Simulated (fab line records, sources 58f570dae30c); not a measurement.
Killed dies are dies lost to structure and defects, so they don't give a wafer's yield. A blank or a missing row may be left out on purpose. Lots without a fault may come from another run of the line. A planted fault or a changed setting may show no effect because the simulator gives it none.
Problem report in the 8D (eight disciplines) form, filled by code | flow berkeley_cmos170 | the parts of the form that need people (team, actions taken, sign-off) are left out

1. THE PROBLEM
M3_AL_RS at UCB170_M3_RS_MEAS_02 reads a mean of 0.03004 ohm/sq on 3 wafers of 3 lots; wafers without a fault read 0.03227 ohm/sq with a standard deviation of 0.0003. That is -7.4 standard deviations from the usual mean.
The step: measures by four-point-probe.
First seen on wafer L384.1, day 10 20:12, on film_metro-04. The record holds 39 wafers of 13 lots with a number at this step. Rule for "out", or "out of limits": more than 4 standard deviations from the usual mean. The other wafers with a number count as sound.

2. WHAT IT IS AND WHAT IT IS NOT
question                    | is                           | is not
which readings at this step | M3_AL_RS                     | -
which lots                  | L384, L390, L391             | L372, L373, L375, L379, L380, L381, L382, L385, L386, L387
which wafers of those lots  | L384.1, L390.6, L391.2       | L384.4, L384.5, L390.2, L390.3, L391.1, L391.4
read on which gauges        | film_metro-01, film_metro-04 | -
when                        | from day 10 20:12            | up to then (26 sound wafers); but 10 sound wafers of L386, L387, L390, L391 came after

3. SUSPECTS, AND WHAT RULES EACH OUT
Counting: a tool at a process step up to the reading stays a suspect if it ran every lot that is out. Sound lots after the first of them don't rule it out here, since some wafers of a struck lot are sound.
- the gauge at UCB170_M3_RS_MEAS_02: ruled out. The wafers that are out were read on 2 gauges (film_metro-01, film_metro-04).
- pvd_sputter-02 at UCB170_M3_SPUTTER_01 (material Al, target thk 900 nm, time 120 s): kept. It ran every lot that is out, first L384 (day 10 20:07); its last sound lot up to then is L385 (day 10 15:10).
Left after counting: pvd_sputter-02 at UCB170_M3_SPUTTER_01.

4. THE CAUSE (what the simulator had put in)
Process parameter drift: pvd_sputter-02, from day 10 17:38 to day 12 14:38, at UCB170_M3_SPUTTER_01. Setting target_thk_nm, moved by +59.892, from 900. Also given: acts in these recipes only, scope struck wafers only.
Counting left only this tool.

5. THE CHAIN OF EFFECTS, in route order
Each row: a reading whose mean over the struck wafers that have a number lies more than 3 standard deviations from the usual. Only readings for which the record gives a usual standard deviation are gone through. hours: the time from each lot's start at the first step in this table that gives one to its start at this step, as a median over the lots. sigmas: the change in usual standard deviations.
hours | step                  | reading   | usual          | on struck wafers | change   | sigmas
0     | UCB170_M3_RS_MEAS_02  | M3_AL_RS  | 0.03227 ohm/sq | 0.03004          | -0.00223 | -7.4
4     | UCB170_M3_THK_MEAS_03 | M3_AL_THK | 896 nm         | 955              | +59      | +5.3

6. WHAT WOULD HAVE CAUGHT IT SOONER
In this record the first reading out of limits at a measuring or inspecting step was taken at day 10 20:12, 3 hours after the fault began at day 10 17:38.
Of the tool readings at UCB170_M3_SPUTTER_01 for which the record gives a usual standard deviation, none was out on any struck wafer, so an alarm limit of 4 standard deviations on them would not have fired.
Of the lots that are out (3), L391, L390 began UCB170_M3_SPUTTER_01 on pvd_sputter-02 after day 10 20:12. A hold on the tool at that time would have spared those 2.
